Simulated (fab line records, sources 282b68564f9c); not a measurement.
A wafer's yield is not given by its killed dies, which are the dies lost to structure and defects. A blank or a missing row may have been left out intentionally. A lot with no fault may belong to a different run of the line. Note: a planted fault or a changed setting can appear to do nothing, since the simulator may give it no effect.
A struck lot beside a sound one :: flow rit_cmos :: 16 steps out of a route of 202
Sound: wafers L648.1, L648.2, L648.6. Wafers struck: L655.1, L655.2, L655.3. The cause is given at the end.
Per side, at each step with rows, come the tool, then ch with its chambers, and then its first start. Under that, the readings that differ: sound wafers :: struck wafers :: difference of the means :: sigmas: that difference in standard deviations of wafers without a fault.
alike: same words and numbers on both sides, and readings whose means sit less than 2 such deviations apart. not compared: any withheld reading, any reading some wafer has no value for, any bound like >300 that may hide the same value, and any number with overlapping values for which the record gives no deviation.
Wherever a step has rows on one side only, a row that says differs or no value, or a row with sigmas, the two part there. Numbers that have no deviation but don't overlap get no sigmas and don't part them. Lack of a reading on every wafer of one side parts them only where that side has two or more wafers.

RIT_ACTIVE_BOW_MEAS_00:
  sound on film_metro-02 at day 1 20:00; struck on film_metro-02 at day 3 07:00
  alike: INCOMING_BOW
then, 1 step without rows for these wafers: RIT_ACTIVE_OXIDATION_01 (target thk 46.8 nm, ox time 3360 s).
RIT_ACTIVE_THK_MEAS_02:
  sound on film_metro-01 at day 1 22:26; struck on film_metro-02 at day 3 11:16
  alike: ACTIVE_OXIDE_THK
then, 1 step without rows for these wafers: RIT_ACTIVE_CVD_03 (deposits Si3N4 from SiH2Cl2/NH3, target thk 150 nm, time 1500 s).
RIT_ACTIVE_THK_MEAS_04:
  sound on film_metro-04 at day 1 23:55; struck on film_metro-01 at day 3 12:44
  alike: ACTIVE_NITRIDE_THK
then, 3 steps without rows for these wafers: RIT_ACTIVE_HMDS_05 (prime time 60 s); RIT_ACTIVE_COAT_06 (resist thk 995 nm); RIT_ACTIVE_SOFTBAKE_07 (time 60 s).
RIT_ACTIVE_EXPOSE_08: exposes mask M1, target cd 1400 nm.
  sound on iline_stepper-02 ch 0, day 2 00:26; struck on iline_stepper-02 ch 0, day 3 13:22
reading: mask
sound: M1#0 M1#0 M1#0
struck: M1_R1#0 M1_R1#0 M1_R1#0
difference: differs
sigmas: 
  alike: exposure_dose_mJ_cm2
then, 2 steps without rows for these wafers: RIT_ACTIVE_PEB_09; RIT_ACTIVE_DEVELOP_10 (develop time 50 s).
RIT_ACTIVE_CD_MEAS_11: the cd target is 1400 nm.
  sound on cd_sem-01 at day 2 00:50; struck on cd_sem-01 at day 3 13:46
reading: cd_nm (nm)
sound: 1396.8 1398.5 1397.7
struck: 1553.9 1553.6 1552.2
difference: +155.6
sigmas: +71
then, 1 step without rows for these wafers: RIT_ACTIVE_HARDBAKE_12 (time 60 s).
RIT_ACTIVE_ETCH_13: etches Si3N4 in SF6, stops on SiO2, time 210 s, target depth 210 nm.
  sound on rie_diel-03 ch 0,1,2, day 2 01:06; struck on rie_diel-04 ch 1,2,3, day 3 14:02
reading: model.ACTIVE.cd_nm (nm)
sound: 1397 1398 1397
struck: 1554 1554 1552
difference: +156
sigmas: 
  alike: SF6_flow_sccm, drypump_motor_current_A, oes_product_au, throttle_valve_pct
  not compared: rf_hours_counter_h
RIT_ACTIVE_STRIP_14: strips in O2, time 180 s.
  sound on plasma_asher-01 ch 0,1, day 2 01:14; struck on plasma_asher-02 ch 0,1, day 3 14:10
  alike: drypump_motor_current_A
  not compared: rf_hours_counter_h
-- the record jumps here: 2 days lie between the struck wafers' starts before and after (it left off in module ACTIVE and takes up again in module M1, whose first step shown is number 202 of the route) --
RIT_M1_PROBE_99:
  sound on prober-01 at day 4 01:55; struck on prober-02 at day 5 21:00
reading: model.etest.pplus_sal.width_nm (nm)
sound: 3458 3451 3446
struck: 3574 3580 3603
difference: +134
sigmas: 

reading: model.etest.nplus_sal.width_nm (nm)
sound: 3438 3424 3414
struck: 3561 3580 3565
difference: +143
sigmas: 

reading: model.etest.pldd.width_nm (nm)
sound: 3175 3150 3173
struck: 3306 3304 3314
difference: +142
sigmas: 

reading: model.etest.nldd.width_nm (nm)
sound: 3173 3168 3186
struck: 3294 3307 3311
difference: +128
sigmas: 

reading: model.etest.nmos_narrow.drive_ua_um
sound: 243.2 239.6 234
struck: 277.9 278.2 279
difference: +39.4
sigmas: 

reading: model.etest.pmos_narrow.drive_ua_um
sound: 108.3 104.8 105.9
struck: 124 123 125
difference: +18
sigmas: 

reading: model.etest.field_p_metal.vt_v (V)
sound: -28.11 -28.13 -28.65
struck: -31.33 -30.73 -30.93
difference: -2.70
sigmas: 

reading: model.etest.field_p.vt_v (V)
sound: -12.41 -12.35 -12.38
struck: -13.53 -13.49 -13.58
difference: -1.15
sigmas: 

## WHERE THEY PART
Last at RIT_ACTIVE_CD_MEAS_11 as far as this record goes, first at RIT_ACTIVE_EXPOSE_08. Later steps at which nothing parts them and some readings are alike: RIT_ACTIVE_ETCH_13, RIT_ACTIVE_STRIP_14.

WHY: what the simulator had put in
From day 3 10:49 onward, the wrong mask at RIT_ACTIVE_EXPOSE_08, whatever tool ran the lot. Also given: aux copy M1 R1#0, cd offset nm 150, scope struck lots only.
